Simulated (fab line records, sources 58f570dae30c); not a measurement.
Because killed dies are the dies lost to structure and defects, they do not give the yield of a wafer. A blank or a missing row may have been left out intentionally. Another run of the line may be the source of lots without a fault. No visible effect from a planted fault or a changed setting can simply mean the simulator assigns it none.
fab line records	flow berkeley_cmos170
record: lots: 15	wafers: 45	last_day: 12
route steps=331 shown NLDD@168 PSD@183 M3@311
lots that met no fault: from a run of the same line without faults
start_h: the number of hours between the record's first day and the start of the first shown wafer of the lot	wait_h: hours since the lot's step before	" same as the row above	L1.1+2: one row covering several wafers at once	- no value, or no start given	* or withheld: withheld	< > ~ a bound
route shown NAME@n: a module of which the file shows steps, and the number in the route of the first	usual: mean and standard deviation over wafers with no fault	same: alike in all rows	chamber/n: place in a boat	sites: each site's reading	_std_site: standard deviation of those values	_edge_site: the outer-site mean with the inner-site mean subtracted	radius_mm: for every site, how far away it sits from the centre of the wafer	mask NAME#n: copy n	behind: tool/chamber where the wafer was last shaped	hold: what put the lot on hold/how long, in hours/how the hold closed	device: whichever transistor did not switch (one of n, p or np)	end of line: the same wafers' tests at the end of the route	for a step that has no rows: nothing shown but its recipe	killed: at the first sort, the dies lost to defects and structure; wafer yield is something else	map: a wafer's dies, marking killed ones x, the rest . and places with no die _
set.NAME: the setting the step ran with; set.NAME@STEP: the setting that earlier step ran with	model.NAME: the simulator's own value behind a step, which no gauge read
route steps across a sampled set of lots; one table per step, one row per wafer
services: a tool's chamber out of use, with start hour (start_h, from the record's first day; less than 0 if before it), hours out, and reason
== steps ==
step: UCB170_NLDD_STRIP_10
recipe: chemistry: O2	power_w: 400	pressure_mtorr: 3500	platen_temp_c: withheld	o2_flow_sccm: 400	overash_fraction: 0.5
usual: chamber_pressure_mTorr: 3500/3.1	drypump_motor_current_A: 5.6/0.32	oes_product_au: 0.734/0.0046	strip_time_to_endpoint_s: 21.68/0.063
lot.wafer	tool	chamber	start_h	wait_h	chamber_pressure_mTorr	drypump_motor_current_A	oes_product_au	rf_hours_counter_h	strip_time_to_endpoint_s
L827.3	plasma_asher-01	1	126.78	0.1	3503	5.6	0.735	-	21.60
L827.4	"	0	"	"	3500	5.7	0.735	-	21.58
L827.5	"	1	"	"	3500	5.6	0.739	-	21.62
L826.1	plasma_asher-02	1	126.92	0.1	3496	5.1	0.731	41	21.69
L826.2	"	0	"	"	3502	5.7	0.735	41	21.65
L826.4	"	1	"	"	3507	5.2	0.726	-	21.72
L828.1	plasma_asher-04	1	131.15	0.1	3496	6.2	0.736	38	21.85
L828.3	"	0	"	"	3499	5.3	0.725	-	21.79
L828.4	"	1	"	"	3499	6.2	0.736	-	21.80
L829.1	plasma_asher-02	1	131.17	0.2	3503	5.2	0.726	42	21.74
L829.3	"	1	"	"	3501	5.2	0.739	-	21.60
L829.6	"	1	"	"	3494	5.2	0.732	-	21.63
L830.2	plasma_asher-01	1	139.42	0.1	3499	5.6	0.737	2	21.58
L830.5	"	0	"	"	3498	5.6	0.732	-	21.66
L830.6	"	1	"	"	3498	5.6	0.737	-	21.61
L832.1	plasma_asher-01	1	140.05	0.1	3499	5.6	0.732	3	21.64
L832.2	"	0	"	"	3495	5.7	0.731	3	21.65
L832.5	"	0	"	"	3503	5.6	0.732	-	21.60
L834.1	plasma_asher-01	0	155.76	0.1	3502	5.6	0.728	5	21.70
L834.3	"	0	"	"	3505	5.6	0.733	-	21.67
L834.4	"	1	"	"	3498	5.6	0.729	-	21.69
L833.1	plasma_asher-02	0	156.73	0.1	3498	5.7	0.738	45	21.69
L833.3	"	1	"	"	3501	5.2	0.734	-	21.63
L833.4	"	0	"	"	3502	5.7	0.736	-	21.63
L835.2	plasma_asher-04	1	163.00	0.1	3500	6.2	0.731	42	21.72
L835.5	"	1	"	"	3497	6.2	0.730	-	21.72
L835.6	"	0	"	"	3496	5.3	0.730	-	21.71
L840.2	plasma_asher-01	0	201.58	0.1	3495	5.6	0.736	10	21.62
L840.3	"	0	"	"	3499	5.7	0.732	-	21.63
L840.4	"	1	"	"	3497	5.6	0.726	-	21.69
L842.2	plasma_asher-04	1	202.05	0.1	3495	6.2	0.733	46	21.75
L842.4	"	0	"	"	3503	5.3	0.741	-	21.79
L842.6	"	0	"	"	3500	5.3	0.726	-	21.69
L841.2	plasma_asher-01	1	202.33	0.1	3500	5.6	0.732	10	21.60
L841.4	"	0	"	"	3503	5.7	0.736	-	21.64
L841.6	"	0	"	"	3499	5.6	0.744	-	21.64
L847.1	plasma_asher-04	0	229.82	0.1	3502	5.3	0.746	49	21.67
L847.3	"	0	"	"	3501	5.3	0.733	-	21.64
L847.5	"	0	"	"	3499	5.3	0.736	-	21.72
L848.1	plasma_asher-02	1	230.55	0.1	3504	5.2	0.734	52	21.69
L848.2	"	0	"	"	3495	5.7	0.728	52	21.71
L848.6	"	1	"	"	3501	5.2	0.736	-	21.78
L849.2	plasma_asher-04	0	245.23	0.1	3499	5.3	0.737	50	21.80
L849.4	"	0	"	"	3506	5.3	0.728	-	21.80
L849.5	"	0	"	"	3503	5.3	0.731	-	21.78
step: UCB170_PSD_IMPLANT_08
recipe: species: B	dose_cm2: 3e+15	energy_kev: 20	tilt_deg: 7
usual: beam_energy_keV: 20.000/0.0063	beam_on_s: 10.05/0.23
lot.wafer	tool	chamber	start_h	wait_h	beam_energy_keV	beam_on_s
L827.3	implanter-02	0	132.11	0.1	19.997	9.90
L827.4	"	0	"	"	20.000	10.21
L827.5	"	0	"	"	19.994	10.12
L826.1	implanter-01	0	132.34	0.0	20.008	9.80
L826.2	"	0	"	"	19.999	10.15
L826.4	"	0	"	"	20.006	9.90
L828.1	implanter-04	0	137.02	0.0	19.998	10.04
L828.3	"	0	"	"	20.002	10.00
L828.4	"	0	"	"	19.996	10.09
L829.1	implanter-04	0	137.26	0.0	20.015	10.07
L829.3	"	0	"	"	20.005	10.00
L829.6	"	0	"	"	20.001	10.12
L830.2	implanter-02	0	148.31	0.0	19.993	10.23
L830.5	"	0	"	"	19.994	10.29
L830.6	"	0	"	"	20.002	10.53
L832.1	implanter-04	0	148.56	0.0	19.999	9.93
L832.2	"	0	"	"	20.008	9.70
L832.5	"	0	"	"	19.995	10.38
L833.1	implanter-02	0	161.95	0.0	20.000	9.97
L833.3	"	0	"	"	19.989	9.80
L833.4	"	0	"	"	19.995	10.47
L834.1	implanter-01	0	162.11	0.0	19.995	10.29
L834.3	"	0	"	"	20.015	9.70
L834.4	"	0	"	"	20.006	10.14
L835.2	implanter-04	0	169.91	0.0	19.996	9.83
L835.5	"	0	"	"	19.999	10.19
L835.6	"	0	"	"	19.999	9.78
L840.2	implanter-02	-	207.59	0.0	-	-
L840.3	"	-	"	"	-	-
L840.4	"	-	"	"	-	-
L842.2	implanter-01	-	207.79	0.0	-	-
L842.4	"	-	"	"	-	-
L842.6	"	-	"	"	-	-
L841.2	implanter-01	-	208.03	0.0	-	-
L841.4	"	-	"	"	-	-
L841.6	"	-	"	"	-	-
L847.1	implanter-01	0	234.86	0.0	19.999	10.26
L847.3	"	0	"	"	19.999	10.03
L847.5	"	0	"	"	19.996	9.92
L848.1	implanter-04	0	234.98	0.0	20.002	9.94
L848.2	"	0	"	"	20.007	9.97
L848.6	"	0	"	"	20.002	10.10
L849.2	implanter-01	0	252.29	0.0	20.008	9.99
L849.4	"	0	"	"	20.002	9.99
L849.5	"	0	"	"	20.001	9.56
step: UCB170_PSD_STRIP_09
recipe: chemistry: O2	power_w: 400	pressure_mtorr: 3500	platen_temp_c: withheld	o2_flow_sccm: 400	overash_fraction: 0.5
usual: chamber_pressure_mTorr: 3500/3.2	drypump_motor_current_A: 5.56/0.17	oes_product_au: 0.601/0.0042	strip_time_to_endpoint_s: 29.44/0.077
lot.wafer	tool	chamber	start_h	wait_h	chamber_pressure_mTorr	drypump_motor_current_A	oes_product_au	rf_hours_counter_h	strip_time_to_endpoint_s
L827.3	plasma_asher-03	0	132.24	0.1	3500	5.60	0.597	-	29.42
L827.4	"	1	"	"	3500	5.57	0.598	-	29.37
L827.5	"	0	"	"	3504	5.59	0.596	-	29.44
L826.1	plasma_asher-01	0	132.64	0.2	3494	5.64	0.599	2	29.48
L826.2	"	1	"	"	3496	5.58	0.606	2	29.44
L826.4	"	1	"	"	3496	5.60	0.602	-	29.40
L828.1	plasma_asher-01	0	137.17	0.1	3496	5.65	0.602	2	29.47
L828.3	"	1	"	"	3499	5.63	0.601	-	29.42
L828.4	"	0	"	"	3502	5.69	0.597	-	29.52
L829.1	plasma_asher-01	0	137.41	0.1	3493	5.64	0.608	2	29.42
L829.3	"	1	"	"	3494	5.64	0.605	-	29.36
L829.6	"	1	"	"	3494	5.64	0.597	-	29.47
L830.2	plasma_asher-03	1	148.44	0.1	3498	5.53	0.602	39	29.38
L830.5	"	0	"	"	3501	5.58	0.603	-	29.50
L830.6	"	1	"	"	3496	5.56	0.601	-	29.36
L832.1	plasma_asher-02	0	148.71	0.1	3493	5.72	0.602	44	29.54
L832.2	"	1	"	"	3503	5.18	0.600	44	29.56
L832.5	"	1	"	"	3500	5.17	0.602	-	29.57
L833.1	plasma_asher-03	1	162.10	0.1	3499	5.56	0.600	41	29.42
L833.3	"	0	"	"	3506	5.61	0.605	-	29.49
L833.4	"	1	"	"	3497	5.55	0.601	-	29.41
L834.1	plasma_asher-01	1	162.26	0.1	3499	5.63	0.599	6	29.52
L834.3	"	0	"	"	3501	5.69	0.602	-	29.54
L834.4	"	1	"	"	3497	5.61	0.600	-	29.56
L835.2	plasma_asher-03	0	170.03	0.1	3501	5.59	0.607	42	29.44
L835.5	"	1	"	"	3498	5.54	0.600	-	29.45
L835.6	"	0	"	"	3501	5.60	0.604	-	29.54
L840.2	plasma_asher-03	1	207.71	0.1	3500	5.52	0.732	46	21.65
L840.3	"	1	"	"	3508	5.57	0.733	-	21.60
L840.4	"	0	"	"	3500	5.62	0.735	-	21.58
L842.2	plasma_asher-01	1	207.92	0.1	3496	5.62	0.729	11	21.73
L842.4	"	1	"	"	3501	5.60	0.727	-	21.73
L842.6	"	0	"	"	3499	5.68	0.733	-	21.67
L841.2	plasma_asher-03	1	208.15	0.1	3508	5.54	0.731	46	21.60
L841.4	"	0	"	"	3505	5.62	0.742	-	21.62
L841.6	"	0	"	"	3497	5.59	0.729	-	21.62
L847.1	plasma_asher-02	1	235.01	0.1	3497	5.16	0.596	52	29.41
L847.3	"	1	"	"	3505	5.16	0.596	-	29.40
L847.5	"	0	"	"	3497	5.71	0.603	-	29.36
L848.1	plasma_asher-03	0	235.13	0.1	3502	5.61	0.605	49	29.52
L848.2	"	1	"	"	3501	5.56	0.594	49	29.57
L848.6	"	1	"	"	3500	5.54	0.598	-	29.54
L849.2	plasma_asher-02	1	252.42	0.1	3492	5.17	0.609	54	29.44
L849.4	"	1	"	"	3500	5.17	0.598	-	29.41
L849.5	"	0	"	"	3499	5.72	0.603	-	29.46
step: UCB170_PSD_TW_MEAS_10
usual: PSD_TW: 2316/22
lot.wafer	tool	chamber	start_h	wait_h	PSD_TW
L827.3	film_metro-03	-	132.33	0.1	2307
L827.4	"	-	"	"	2299
L827.5	"	-	"	"	2323
L826.1	film_metro-04	-	132.74	0.1	2330
L826.2	"	-	"	"	2326
L826.4	"	-	"	"	2327
L828.1	film_metro-01	-	137.27	0.1	2335
L828.3	"	-	"	"	2325
L828.4	"	-	"	"	2317
L829.1	film_metro-01	-	137.51	0.1	2315
L829.3	"	-	"	"	2322
L829.6	"	-	"	"	2320
L830.2	film_metro-04	-	148.55	0.1	2358
L830.5	"	-	"	"	2359
L830.6	"	-	"	"	2345
L832.1	film_metro-03	-	148.81	0.1	2311
L832.2	"	-	"	"	2317
L832.5	"	-	"	"	2298
L833.1	film_metro-04	-	162.20	0.1	2340
L833.3	"	-	"	"	2357
L833.4	"	-	"	"	2338
L834.1	film_metro-03	-	162.36	0.1	2293
L834.3	"	-	"	"	2289
L834.4	"	-	"	"	2298
L835.2	film_metro-03	-	170.14	0.1	2295
L835.5	"	-	"	"	2296
L835.6	"	-	"	"	2304
L840.2	film_metro-04	-	207.82	0.1	30
L840.3	"	-	"	"	30
L840.4	"	-	"	"	30
L842.2	film_metro-01	-	208.03	0.1	30
L842.4	"	-	"	"	30
L842.6	"	-	"	"	30
L841.2	film_metro-04	-	208.26	0.1	30
L841.4	"	-	"	"	30
L841.6	"	-	"	"	30
L847.1	film_metro-03	-	235.11	0.1	2306
L847.3	"	-	"	"	2307
L847.5	"	-	"	"	2305
L848.1	film_metro-03	-	235.23	0.1	2306
L848.2	"	-	"	"	2303
L848.6	"	-	"	"	2299
L849.2	film_metro-03	-	252.53	0.1	2293
L849.4	"	-	"	"	2306
L849.5	"	-	"	"	2301
step: UCB170_SDANNEAL_RS_MEAS_02
recipe: thk_meas_gauge: four-point-probe
usual: PSD_RS: 75.5/0.31
lot.wafer	tool	chamber	start_h	wait_h	PSD_RS[ohm/sq]
L827.3	film_metro-01	-	137.66	0.1	75.2
L827.4	"	-	"	"	75.5
L827.5	"	-	"	"	75.0
L826.1	film_metro-04	-	138.04	0.0	75.9
L826.2	"	-	"	"	75.7
L826.4	"	-	"	"	75.6
L828.1	film_metro-01	-	140.21	0.0	75.4
L828.3	"	-	"	"	75.3
L828.4	"	-	"	"	75.3
L829.1	film_metro-04	-	140.97	0.0	76.3
L829.3	"	-	"	"	76.1
L829.6	"	-	"	"	76.2
L830.2	film_metro-01	-	151.95	0.1	75.2
L830.5	"	-	"	"	74.9
L830.6	"	-	"	"	75.1
L832.1	film_metro-04	-	152.15	0.0	75.7
L832.2	"	-	"	"	75.5
L832.5	"	-	"	"	75.2
L833.1	film_metro-01	-	164.92	0.0	75.1
L833.3	"	-	"	"	75.4
L833.4	"	-	"	"	75.4
L834.1	film_metro-04	-	165.04	0.0	75.8
L834.3	"	-	"	"	75.6
L834.4	"	-	"	"	75.5
L835.2	film_metro-03	-	173.36	0.1	75.3
L835.5	"	-	"	"	75.5
L835.6	"	-	"	"	75.3
L840.2	film_metro-03	-	210.90	0.1	133.1
L840.3	"	-	"	"	132.9
L840.4	"	-	"	"	132.6
L842.2	film_metro-04	-	211.34	0.1	132.5
L842.4	"	-	"	"	132.7
L842.6	"	-	"	"	132.9
L841.2	film_metro-04	-	211.97	0.1	133.0
L841.4	"	-	"	"	132.6
L841.6	"	-	"	"	132.6
L847.1	film_metro-03	-	238.71	0.0	75.5
L847.3	"	-	"	"	75.3
L847.5	"	-	"	"	75.8
L848.1	film_metro-01	-	239.16	0.0	74.9
L848.2	"	-	"	"	74.8
L848.6	"	-	"	"	74.8
L849.2	film_metro-04	-	255.53	0.1	75.7
L849.4	"	-	"	"	75.4
L849.5	"	-	"	"	75.5
step: UCB170_M3_RS_MEAS_02
recipe: thk_meas_gauge: four-point-probe	reads: Al_of_M3_SPUTTER_01
usual: M3_AL_RS: 0.0321/0.00032
lot.wafer	tool	chamber	start_h	wait_h	M3_AL_RS[ohm/sq]
L827.3	film_metro-04	-	160.13	0.1	0.0321
L827.4	"	-	"	"	0.0326
L827.5	"	-	"	"	0.0318
L828.1	film_metro-01	-	160.89	0.0	0.0319
L828.3	"	-	"	"	0.0319
L828.4	"	-	"	"	0.0320
L826.1	film_metro-03	-	161.06	0.0	0.0327
L826.2	"	-	"	"	0.0326
L826.4	"	-	"	"	0.0325
L829.1	film_metro-04	-	161.34	0.0	0.0327
L829.3	"	-	"	"	0.0320
L829.6	"	-	"	"	0.0318
L832.1	film_metro-03	-	175.12	0.1	0.0321
L832.2	"	-	"	"	0.0324
L832.5	"	-	"	"	0.0321
L830.2	film_metro-04	-	176.24	0.1	0.0320
L830.5	"	-	"	"	0.0320
L830.6	"	-	"	"	0.0322
L833.1	film_metro-01	-	185.51	0.0	0.0319
L833.3	"	-	"	"	0.0318
L833.4	"	-	"	"	0.0321
L834.1	film_metro-03	-	188.57	0.0	0.0323
L834.3	"	-	"	"	0.0319
L834.4	"	-	"	"	0.0321
L835.2	film_metro-01	-	192.52	0.1	0.0321
L835.5	"	-	"	"	0.0327
L835.6	"	-	"	"	0.0325
L847.1	film_metro-03	-	268.76	0.0	0.0321
L847.3	"	-	"	"	0.0321
L847.5	"	-	"	"	0.0324
L848.1	film_metro-04	-	268.97	0.0	0.0324
L848.2	"	-	"	"	0.0317
L848.6	"	-	"	"	0.0324
L849.2	film_metro-03	-	279.40	0.1	0.0315
L849.4	"	-	"	"	0.0315
L849.5	"	-	"	"	0.0318
step: UCB170_M3_CD_MEAS_90
recipe: target_cd_nm: 700
usual: cd_nm: 701/3
lot.wafer	tool	chamber	start_h	wait_h	cd_nm
L827.3	cd_sem-02	-	162.75	0.1	702
L827.4	"	-	"	"	700
L827.5	"	-	"	"	700
L828.1	cd_sem-01	-	163.12	0.1	701
L828.3	"	-	"	"	705
L828.4	"	-	"	"	703
L826.1	cd_sem-02	-	163.70	0.1	700
L826.2	"	-	"	"	696
L826.4	"	-	"	"	698
L829.1	cd_sem-01	-	163.96	0.1	697
L829.3	"	-	"	"	700
L829.6	"	-	"	"	702
L832.1	cd_sem-01	-	177.48	0.1	704
L832.2	"	-	"	"	704
L832.5	"	-	"	"	704
L830.2	cd_sem-02	-	178.55	0.1	698
L830.5	"	-	"	"	698
L830.6	"	-	"	"	702
L833.1	cd_sem-02	-	187.87	0.1	700
L833.3	"	-	"	"	702
L833.4	"	-	"	"	702
L834.1	cd_sem-01	-	190.98	0.1	700
L834.3	"	-	"	"	701
L834.4	"	-	"	"	702
L835.2	cd_sem-01	-	194.87	0.1	700
L835.5	"	-	"	"	700
L835.6	"	-	"	"	700
L847.1	cd_sem-01	-	271.24	0.2	695
L847.3	"	-	"	"	696
L847.5	"	-	"	"	699
L848.1	cd_sem-01	-	271.61	0.1	702
L848.2	"	-	"	"	700
L848.6	"	-	"	"	699
L849.2	cd_sem-01	-	282.24	0.1	705
L849.4	"	-	"	"	706
L849.5	"	-	"	"	697
== services ==
tool	chamber	start_h	hours	kind
plasma_asher-04	-	106.57	6.7	repair
plasma_asher-01	-	108.75	9.0	pm
plasma_asher-01	0	108.75	9.0	vent_cycle
plasma_asher-01	1	108.75	9.0	vent_cycle
plasma_asher-01	0	117.75	-	clean
plasma_asher-01	1	117.75	-	clean
implanter-04	-	140.37	2.6	repair
plasma_asher-02	-	143.11	0.6	repair
implanter-02	-	168.29	2.3	repair
plasma_asher-04	-	188.00	1.8	repair
implanter-02	-	188.80	4.8	pm
implanter-04	-	190.85	27.6	pm
implanter-04	-	252.21	7.7	repair
== key ==
first_sign: step: UCB170_PSD_IMPLANT_08	reading: tool_record	direction: missing
effect: step: UCB170_PSD_STRIP_09	reading: strip_time_to_endpoint_s	direction: down	sigmas: 99+	usual: *	struck: *
effect: step: UCB170_PSD_TW_MEAS_10	reading: PSD_TW	direction: down	sigmas: 99+	usual: 2316	struck: 30
effect: step: UCB170_SDANNEAL_RS_MEAS_02	reading: PSD_RS	direction: up	sigmas: 99+	usual: 75.5	struck: 132.8
met_at UCB170_PSD_IMPLANT_08
struck_lots L840,L841,L842
later_rows_left_out L840.2,L840.3,L840.4,L841.2,L841.4,L841.6,L842.2,L842.4,L842.6
sort_left_out L840.2,L840.3,L840.4,L841.2,L841.4,L841.6,L842.2,L842.4,L842.6
tester_left_out L840,L841,L842
not_acting_at UCB170_NLDD_STRIP_10,UCB170_M3_RS_MEAS_02,UCB170_M3_CD_MEAS_90
onset_between 162.11 207.59
fault: kind: skipped_step_whole	tool: implanter-01,implanter-02	chamber: -	onset_h: 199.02	steps: UCB170_PSD_IMPLANT_08	scope: struck_lots_only
tester_left_out: of these lots the tester's yield and bins aren't shown, on N5 and GAA mostly nor the transistor test; their killed dies are dies lost to structure and defects alone, not to doping, threshold or leakage, so they don't give the yield
sort_left_out: the simulated sort isn't trusted on such a fault, so these wafers' sort isn't shown, and their yield isn't known
later_rows_left_out: the simulator's readings of these wafers behind a module that went badly wrong aren't trusted and aren't shown, but for the sort
